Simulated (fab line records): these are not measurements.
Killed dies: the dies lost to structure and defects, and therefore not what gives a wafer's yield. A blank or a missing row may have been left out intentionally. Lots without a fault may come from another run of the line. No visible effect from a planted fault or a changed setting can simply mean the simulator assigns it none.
Chamber matching || flow berkeley_cmos170 || rie_diel-04 running UCB170_PWELL_ETCH_14: 4 sister chambers
The step etches Si3N4 in CH3F/Ar/O2, stops on SiO2, target depth 242 nm, time 151 s. 4 wafers are shown with their chamber, then 7 later ones without.

WAFERS PAIRED WITH THEIR CHAMBERS
{"wafer": "L564.2", "chamber": 0, "drypump_motor_current_A (A)": 5.4}
{"wafer": "L565.5", "chamber": 3, "drypump_motor_current_A (A)": 5.2}
{"wafer": "L568.1", "chamber": 2, "drypump_motor_current_A (A)": 6.0}
{"wafer": "L568.3", "chamber": 1, "drypump_motor_current_A (A)": 5.4}

WAFERS MISSING THEIR CHAMBER
{"wafer": "L568.4", "drypump_motor_current_A (A)": 5.2}
{"wafer": "L567.2", "drypump_motor_current_A (A)": 5.5}
{"wafer": "L567.3", "drypump_motor_current_A (A)": 5.4}
{"wafer": "L567.5", "drypump_motor_current_A (A)": 5.2}
{"wafer": "L575.1", "drypump_motor_current_A (A)": 5.2}
{"wafer": "L575.4", "drypump_motor_current_A (A)": 5.5}
{"wafer": "L575.5", "drypump_motor_current_A (A)": 5.9}

THE CHAMBER EACH PASSED THROUGH
{"wafer": "L568.4", "from the rows above": 3, "in truth": 3}
{"wafer": "L567.2", "from the rows above": "can't be placed: 0 or 1", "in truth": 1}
{"wafer": "L567.3", "from the rows above": "can't be placed: 0 or 1", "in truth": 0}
{"wafer": "L567.5", "from the rows above": 3, "in truth": 3}
{"wafer": "L575.1", "from the rows above": 3, "in truth": 3}
{"wafer": "L575.4", "from the rows above": "can't be placed: 0 or 1", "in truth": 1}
{"wafer": "L575.5", "from the rows above": 2, "in truth": 2}
Placed correctly: 4 of 7. Can't be placed from these rows: 3 (the true chamber is among the candidates in 3). Placed wrongly: 0.
How it was worked out, from the rows above alone: a wafer's distance from a chamber is the root of the sum, over the readings, of the square of ((its reading less the chamber's mean) divided by the reading's scatter). If the next closest chamber is less than 2 further off than the closest, the wafer can't be placed; otherwise it belongs to the closest. Each chamber's mean is taken over the wafers shown for it. The scatter (one wafer shown for each chamber): square how far every hidden wafer sits from the nearest shown wafer, average those squares and take the square root.
